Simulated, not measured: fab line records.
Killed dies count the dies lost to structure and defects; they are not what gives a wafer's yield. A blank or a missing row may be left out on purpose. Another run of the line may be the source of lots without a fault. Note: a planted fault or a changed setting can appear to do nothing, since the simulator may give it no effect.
Which tool was responsible? / flow berkeley_cmos170 / 45 wafers from 15 lots sampled at 5 of the route's 331 steps

## WHAT THE GAUGES READ, wafer by wafer
UCB170_NVT_TW_MEAS_09.
lot=L340; measured=day 6 01:46; on=film_metro-04; NVT_TW=517.9 516.8 518.7
lot=L341; measured=day 6 19:55; on=film_metro-02; NVT_TW=518.3 514.3 513.2
lot=L345; measured=day 7 20:31; on=film_metro-02; NVT_TW=514.2 516.1 517.6
lot=L348; measured=day 8 01:27; on=film_metro-04; NVT_TW=516.9 519.1 520.0
lot=L346; measured=day 8 01:13; on=film_metro-01; NVT_TW=519.8 520.2 520.6
lot=L347; measured=day 8 01:19; on=film_metro-02; NVT_TW=519.2 517.7 518.0
lot=L349; measured=day 8 10:38; on=film_metro-01; NVT_TW=520.1 519.2 523.1
lot=L352; measured=day 8 20:33; on=film_metro-04; NVT_TW=519.6 515.9 517.2
lot=L351; measured=day 8 20:17; on=film_metro-01; NVT_TW=518.7 522.5 521.0
lot=L353; measured=day 9 10:19; on=film_metro-02; NVT_TW=518.9 516.0 519.4
lot=L355; measured=day 10 00:11; on=film_metro-02; NVT_TW=516.7 518.8 515.3
lot=L356; measured=day 10 00:34; on=film_metro-01; NVT_TW=533.1 537.3 538.4
lot=L359; measured=day 10 15:37; on=film_metro-02; NVT_TW=533.9 536.6 531.6
lot=L361; measured=day 10 15:05; on=film_metro-02; NVT_TW=535.2 534.0 534.5
lot=L363; measured=day 11 04:14; on=film_metro-01; NVT_TW=519.0 518.7 519.6

UCB170_CONTACT_CD_MEAS_15 targets a cd of 700 nm.
lot=L340; measured=day 7 15:54; on=cd_sem-02; cd_nm (nm)=702.1 701.0 702.5
lot=L341; measured=day 8 21:34; on=cd_sem-01; cd_nm (nm)=698.7 699.0 699.3
lot=L345; measured=day 9 14:56; on=cd_sem-01; cd_nm (nm)=699.2 699.7 700.8
lot=L348; measured=day 9 19:47; on=cd_sem-02; cd_nm (nm)=699.6 700.0 698.9
lot=L346; measured=day 9 17:52; on=cd_sem-02; cd_nm (nm)=700.8 701.0 700.3
lot=L347; measured=day 9 17:54; on=cd_sem-01; cd_nm (nm)=700.5 700.1 700.6
lot=L349; measured=day 10 02:24; on=cd_sem-02; cd_nm (nm)=701.2 702.2 702.2
lot=L352; measured=day 10 12:35; on=cd_sem-02; cd_nm (nm)=702.1 702.8 701.5
lot=L351; measured=day 10 12:19; on=cd_sem-02; cd_nm (nm)=699.5 700.9 700.2
lot=L353; measured=day 11 09:34; on=cd_sem-01; cd_nm (nm)=700.2 700.8 699.8
lot=L355; measured=day 11 18:53; on=cd_sem-01; cd_nm (nm)=696.9 700.0 700.3
lot=L356; measured=day 11 19:28; on=cd_sem-01; cd_nm (nm)=700.5 700.2 699.8
lot=L359; measured=day 12 13:39; on=cd_sem-01; cd_nm (nm)=700.1 699.6 698.9
lot=L361; measured=day 12 08:10; on=cd_sem-02; cd_nm (nm)=702.2 702.9 703.4
lot=L363; measured=day 13 02:57; on=cd_sem-01; cd_nm (nm)=697.9 696.8 697.4

UCB170_M2_RS_MEAS_02: the measuring method here is four-point-probe.
lot=L340; measured=day 8 05:25; on=film_metro-01; M2_AL_RS (ohm/sq)=0.0330 0.0319 0.0321
lot=L341; measured=day 9 05:51; on=film_metro-03; M2_AL_RS (ohm/sq)=0.0330 0.0322 0.0331
lot=L345; measured=day 9 22:29; on=film_metro-01; M2_AL_RS (ohm/sq)=0.0326 0.0324 0.0319
lot=L348; measured=day 10 04:31; on=film_metro-01; M2_AL_RS (ohm/sq)=0.0320 0.0320 0.0317
lot=L346; measured=day 10 04:38; on=film_metro-03; M2_AL_RS (ohm/sq)=0.0316 0.0315 0.0316
lot=L347; measured=day 10 04:21; on=film_metro-04; M2_AL_RS (ohm/sq)=0.0315 0.0311 0.0314
lot=L349; measured=day 10 10:24; on=film_metro-04; M2_AL_RS (ohm/sq)=0.0310 0.0315 0.0324
lot=L352; measured=day 10 21:12; on=film_metro-01; M2_AL_RS (ohm/sq)=0.0319 0.0318 0.0318
lot=L351; measured=day 11 00:30; on=film_metro-01; M2_AL_RS (ohm/sq)=0.0322 0.0314 0.0320
lot=L353; measured=day 11 19:17; on=film_metro-04; M2_AL_RS (ohm/sq)=0.0317 0.0328 0.0315
lot=L355; measured=day 12 04:42; on=film_metro-03; M2_AL_RS (ohm/sq)=0.0321 0.0323 0.0321
lot=L356; measured=day 12 05:17; on=film_metro-03; M2_AL_RS (ohm/sq)=0.0325 0.0316 0.0317
lot=L359; measured=day 12 20:00; on=film_metro-04; M2_AL_RS (ohm/sq)=0.0325 0.0315 0.0312
lot=L361; measured=day 12 15:56; on=film_metro-04; M2_AL_RS (ohm/sq)=0.0317 0.0316 0.0316
lot=L363; measured=day 13 09:16; on=film_metro-03; M2_AL_RS (ohm/sq)=0.0316 0.0329 0.0316

## EACH LOT AND THE TOOL THAT RAN IT (in order: tool; ch and the chambers of the sampled wafers; start)
lot=L340; UCB170_PWELL_STRIP_16=plasma_asher-02 ch 0,1, day 3 08:43; UCB170_NVT_IMPLANT_07=implanter-04 ch 0, day 6 01:31
lot=L341; UCB170_PWELL_STRIP_16=plasma_asher-02 ch 0,1, day 3 20:13; UCB170_NVT_IMPLANT_07=implanter-03 ch 0, day 6 19:40
lot=L345; UCB170_PWELL_STRIP_16=plasma_asher-04 ch 0,1, day 4 13:56; UCB170_NVT_IMPLANT_07=implanter-02 ch 0, day 7 20:17
lot=L348; UCB170_PWELL_STRIP_16=plasma_asher-01 ch 0,1, day 4 22:27; UCB170_NVT_IMPLANT_07=implanter-04 ch 0, day 8 01:15
lot=L346; UCB170_PWELL_STRIP_16=plasma_asher-04 ch 0,1, day 4 22:42; UCB170_NVT_IMPLANT_07=implanter-04 ch 0, day 8 00:59
lot=L347; UCB170_PWELL_STRIP_16=plasma_asher-02 ch 0,1, day 4 22:45; UCB170_NVT_IMPLANT_07=implanter-02 ch 0, day 8 01:05
lot=L349; UCB170_PWELL_STRIP_16=plasma_asher-04 ch 0,1, day 5 09:22; UCB170_NVT_IMPLANT_07=implanter-02 ch 0, day 8 10:23
lot=L352; UCB170_PWELL_STRIP_16=plasma_asher-01 ch 0, day 5 18:32; UCB170_NVT_IMPLANT_07=implanter-03 ch 0, day 8 20:19
lot=L351; UCB170_PWELL_STRIP_16=plasma_asher-04 ch 0,1, day 5 18:49; UCB170_NVT_IMPLANT_07=implanter-02 ch 0, day 8 20:02
lot=L353; UCB170_PWELL_STRIP_16=plasma_asher-04 ch 0,1, day 6 06:50; UCB170_NVT_IMPLANT_07=implanter-02 ch 0, day 9 10:04
lot=L355; UCB170_PWELL_STRIP_16=plasma_asher-02 ch 0,1, day 6 13:42; UCB170_NVT_IMPLANT_07=implanter-04 ch 0, day 9 23:56
lot=L356; UCB170_PWELL_STRIP_16=plasma_asher-01 ch 0,1, day 6 19:39; UCB170_NVT_IMPLANT_07=implanter-02 ch 0, day 10 00:21
lot=L359; UCB170_PWELL_STRIP_16=plasma_asher-02 ch 0,1, day 7 13:52; UCB170_NVT_IMPLANT_07=implanter-02 ch 0, day 10 15:22
lot=L361; UCB170_PWELL_STRIP_16=plasma_asher-02 ch 0,1, day 7 14:22; UCB170_NVT_IMPLANT_07=implanter-02 ch 0, day 10 14:52
lot=L363; UCB170_PWELL_STRIP_16=plasma_asher-01 ch 0,1, day 8 06:00; UCB170_NVT_IMPLANT_07=implanter-03 ch 0, day 11 03:59
- UCB170_PWELL_STRIP_16: strips in O2.
- UCB170_NVT_IMPLANT_07

## AS READ BY THE TOOLS THEMSELVES (means over the sampled wafers that have a number; for cases with no such wafer, the mark the record gives instead)
UCB170_PWELL_STRIP_16.
lot=L340; tool=plasma_asher-02; drypump_motor_current_A (A)=5.29; oes_product_au (a.u.)=0.722; strip_time_to_endpoint_s (s)=18.20
lot=L341; tool=plasma_asher-02; drypump_motor_current_A (A)=5.48; oes_product_au (a.u.)=0.721; strip_time_to_endpoint_s (s)=18.11
lot=L345; tool=plasma_asher-04; drypump_motor_current_A (A)=5.75; oes_product_au (a.u.)=0.719; strip_time_to_endpoint_s (s)=18.06
lot=L348; tool=plasma_asher-01; drypump_motor_current_A (A)=5.65; oes_product_au (a.u.)=0.719; strip_time_to_endpoint_s (s)=18.14
lot=L346; tool=plasma_asher-04; drypump_motor_current_A (A)=5.76; oes_product_au (a.u.)=0.721; strip_time_to_endpoint_s (s)=18.06
lot=L347; tool=plasma_asher-02; drypump_motor_current_A (A)=5.46; oes_product_au (a.u.)=0.726; strip_time_to_endpoint_s (s)=18.08
lot=L349; tool=plasma_asher-04; drypump_motor_current_A (A)=5.75; oes_product_au (a.u.)=0.721; strip_time_to_endpoint_s (s)=18.11
lot=L352; tool=plasma_asher-01; drypump_motor_current_A (A)=5.69; oes_product_au (a.u.)=0.721; strip_time_to_endpoint_s (s)=18.07
lot=L351; tool=plasma_asher-04; drypump_motor_current_A (A)=5.74; oes_product_au (a.u.)=0.717; strip_time_to_endpoint_s (s)=18.20
lot=L353; tool=plasma_asher-04; drypump_motor_current_A (A)=5.73; oes_product_au (a.u.)=0.721; strip_time_to_endpoint_s (s)=18.10
lot=L355; tool=plasma_asher-02; drypump_motor_current_A (A)=5.29; oes_product_au (a.u.)=0.720; strip_time_to_endpoint_s (s)=18.06
lot=L356; tool=plasma_asher-01; drypump_motor_current_A (A)=5.67; oes_product_au (a.u.)=0.720; strip_time_to_endpoint_s (s)=18.02
lot=L359; tool=plasma_asher-02; drypump_motor_current_A (A)=5.46; oes_product_au (a.u.)=0.720; strip_time_to_endpoint_s (s)=18.10
lot=L361; tool=plasma_asher-02; drypump_motor_current_A (A)=5.46; oes_product_au (a.u.)=0.726; strip_time_to_endpoint_s (s)=17.95
lot=L363; tool=plasma_asher-01; drypump_motor_current_A (A)=5.65; oes_product_au (a.u.)=0.719; strip_time_to_endpoint_s (s)=18.02

UCB170_NVT_IMPLANT_07.
lot=L340 tool=implanter-04 dose_ions_cm2=2.9977e+12 faraday_current_uA=9.52
lot=L341 tool=implanter-03 dose_ions_cm2=2.9979e+12 faraday_current_uA=9.73
lot=L345 tool=implanter-02 dose_ions_cm2=3.0035e+12 faraday_current_uA=9.35
lot=L348 tool=implanter-04 dose_ions_cm2=3.0017e+12 faraday_current_uA=9.62
lot=L346 tool=implanter-04 dose_ions_cm2=2.9997e+12 faraday_current_uA=9.47
lot=L347 tool=implanter-02 dose_ions_cm2=3.0018e+12 faraday_current_uA=9.60
lot=L349 tool=implanter-02 dose_ions_cm2=3.0010e+12 faraday_current_uA=9.41
lot=L352 tool=implanter-03 dose_ions_cm2=2.9994e+12 faraday_current_uA=9.45
lot=L351 tool=implanter-02 dose_ions_cm2=3.0017e+12 faraday_current_uA=9.55
lot=L353 tool=implanter-02 dose_ions_cm2=3.0006e+12 faraday_current_uA=9.43
lot=L355 tool=implanter-04 dose_ions_cm2=2.9972e+12 faraday_current_uA=9.47
lot=L356 tool=implanter-02 dose_ions_cm2=3.3012e+12 faraday_current_uA=10.40
lot=L359 tool=implanter-02 dose_ions_cm2=3.3019e+12 faraday_current_uA=10.44
lot=L361 tool=implanter-02 dose_ions_cm2=3.3045e+12 faraday_current_uA=10.45
lot=L363 tool=implanter-03 dose_ions_cm2=2.9975e+12 faraday_current_uA=9.17

## THE ANSWER, worked out from the rows above alone
Rule: the usual values come from the lots themselves. Put in order of their means at a reading, lots are off if they are a third of the lots or fewer, leave a main group of 4 or more, and stand apart from it by a gap of 3 or more times the standard deviation of the main group's means; of several such gaps the widest counts. Not used: any main group whose means are identical at the precision the tables above print for the reading. Also off: a lot with no number at a reading for which 4 or more lots have one. Where the step has rows for the other lots, those lots are counted as sound. The gauges are gone through in route order, then the tools' own readings, and for those a lot's mean is taken as printed above. At the first step where some lot is off, the reading lying furthest off is the one used; lots without a number count as furthest.
Off: at UCB170_NVT_TW_MEAS_09 (NVT_TW), L356, L359, L361. Mean 518.3 and standard deviation 1.7 in the main group.
A tool fits if, at a process step before that reading, it ran every lot that is off, and no sound lot after the first of them. The gauges at UCB170_NVT_TW_MEAS_09 aren't tried: what is off there is off at UCB170_NVT_IMPLANT_07 too, on other tools, and a gauge's error can't cause that. One fits: implanter-02 at UCB170_NVT_IMPLANT_07. A fault onset in the window from L353 (day 9 10:04, its last sound lot) to L356 (day 10 00:21, its first lot off) fits.
The tool's own readings at UCB170_NVT_IMPLANT_07 bear it out: on the lots that are off they differ by more than 5 times the standard deviation of the sound lots' means. dose_ions_cm2 reads 3.3025e+12 there against 3.0000e+12 on the sound lots; faraday_current_uA reads 10.43 there against 9.48 on the sound lots.

## WHAT HAD BEEN PUT IN BY THE SIMULATOR
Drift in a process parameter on implanter-02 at UCB170_NVT_IMPLANT_07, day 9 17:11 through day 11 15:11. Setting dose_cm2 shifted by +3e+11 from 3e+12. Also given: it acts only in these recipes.
Shown lots that were struck: L356, L361, L359. Same finding as the rule above.
